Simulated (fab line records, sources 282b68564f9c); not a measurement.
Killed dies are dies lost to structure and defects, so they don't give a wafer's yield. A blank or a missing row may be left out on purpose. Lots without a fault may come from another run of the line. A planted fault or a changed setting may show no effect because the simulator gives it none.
Split-lot experiment | flow rit_cmos | 5 lots, 23 wafers read, on a route of 202 steps

THE SPLIT
At RIT_FOX2_OXIDATION_00 (target thk 350.7 nm, ox time 1130 s), the setting ox_time_s was moved away from the recipe's 1130 s on 15 of the 23 wafers read, by -4.7% to +9.9%. The other wafers ran this setting at the recipe's value.

FROM THE SPLIT TO THE READING: what the file shows between them, 10 steps
- RIT_FOX2_THK_MEAS_01
- RIT_FOX2_CLEAN_02: cleans in dHF, time 180 s
- RIT_FOX2_WET_ETCH_03: etches Si3N4 in H3PO4, target depth 195 nm, time 2700 s
- RIT_FOX2_THK_MEAS_90
- RIT_PWELL_SOFTBAKE_02: time 60 s (also split here: temp_c)
- RIT_NRETRO_IMPLANT_08 (also split here: energy_kev)
- RIT_PRETRO_IMPLANT_08 (also split here: energy_kev)
- RIT_PRETRO_STRIP_09: strips in O2, time 180 s
- RIT_GATE_CLEAN_03: cleans in SC2, time 600 s
- RIT_GATE_CLEAN_04: cleans in dHF, time 60 s

THE READING
FIELD_OXIDE_LEFT_2_THK, in nm, at RIT_FOX2_THK_MEAS_91. Fault-free wafers of this fab line usually give 255 nm, standard deviation 5.8 nm.

wafer  | tool, chamber at the split | ox_time_s as run, s | against the recipe | FIELD_OXIDE_LEFT_2_THK, nm | against lot-mates on the recipe
L076.1 | furnace-02, 0              | 1130                | recipe             | 247                        | -
L076.4 | furnace-02, 0              | 1130                | recipe             | 242                        | -
L076.5 | furnace-02, 0              | 1130                | recipe             | 246                        | -
L077.1 | -, -                       | 1077                | -4.7%              | 251                        | no lot-mate on the recipe
L077.2 | -, -                       | 1077                | -4.7%              | 242                        | no lot-mate on the recipe
L077.3 | -, -                       | 1077                | -4.7%              | 246                        | no lot-mate on the recipe
L077.4 | -, -                       | 1077                | -4.7%              | 242                        | no lot-mate on the recipe
L077.6 | -, -                       | 1077                | -4.7%              | 244                        | no lot-mate on the recipe
L079.2 | -, -                       | 1242                | +9.9%              | 276                        | no lot-mate on the recipe
L079.3 | -, -                       | 1242                | +9.9%              | 278                        | no lot-mate on the recipe
L079.4 | -, -                       | 1242                | +9.9%              | 276                        | no lot-mate on the recipe
L079.5 | -, -                       | 1242                | +9.9%              | 284                        | no lot-mate on the recipe
L079.6 | -, -                       | 1242                | +9.9%              | 281                        | no lot-mate on the recipe
L082.2 | -, -                       | 1130                | recipe             | 258                        | -
L082.3 | -, -                       | 1130                | recipe             | 263                        | -
L082.4 | -, -                       | 1130                | recipe             | 259                        | -
L082.5 | -, -                       | 1130                | recipe             | 252                        | -
L082.6 | -, -                       | 1130                | recipe             | 259                        | -
L085.1 | -, -                       | 1242                | +9.9%              | 281                        | no lot-mate on the recipe
L085.2 | -, -                       | 1242                | +9.9%              | 283                        | no lot-mate on the recipe
L085.3 | -, -                       | 1242                | +9.9%              | 282                        | no lot-mate on the recipe
L085.4 | -, -                       | 1242                | +9.9%              | 277                        | no lot-mate on the recipe
L085.5 | -, -                       | 1242                | +9.9%              | 279                        | no lot-mate on the recipe

THE FIT
A straight line over all 23 wafers: FIELD_OXIDE_LEFT_2_THK changes by +2.47 nm for each +1% of ox_time_s; r = +0.95; the points scatter about the line by 5.2 nm.
Too few moved wafers have a lot-mate on the recipe to fit a line with each lot's own level taken away.

THE WHOLE CHAIN: every reading that the file lists as answering this split, in the file's order
step                  | what it does                        | reading                                                                           | change (the file's fit)             | r (the file's)
RIT_FOX2_OXIDATION_00 | target thk 350.7 nm, ox time 1130 s | SiO2_of_FOX2_OXIDATION_00.thk_nm (the simulator's own value, which no gauge read) | +2.5 nm for each +1% of the setting | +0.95
RIT_FOX2_THK_MEAS_01  |                                     | FOX2_OXIDE_THK                                                                    | +2.49 for each +1% of the setting   | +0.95
RIT_FOX2_THK_MEAS_90  |                                     | FIELD_OXIDE_LEFT_1_THK                                                            | +2.49 for each +1% of the setting   | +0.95
RIT_FOX2_THK_MEAS_91  |                                     | FIELD_OXIDE_LEFT_2_THK                                                            | +2.47 for each +1% of the setting   | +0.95

THE FILE'S OWN FIT
FIELD_OXIDE_LEFT_2_THK changes by +2.47 nm for each +1% of ox_time_s, r = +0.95.
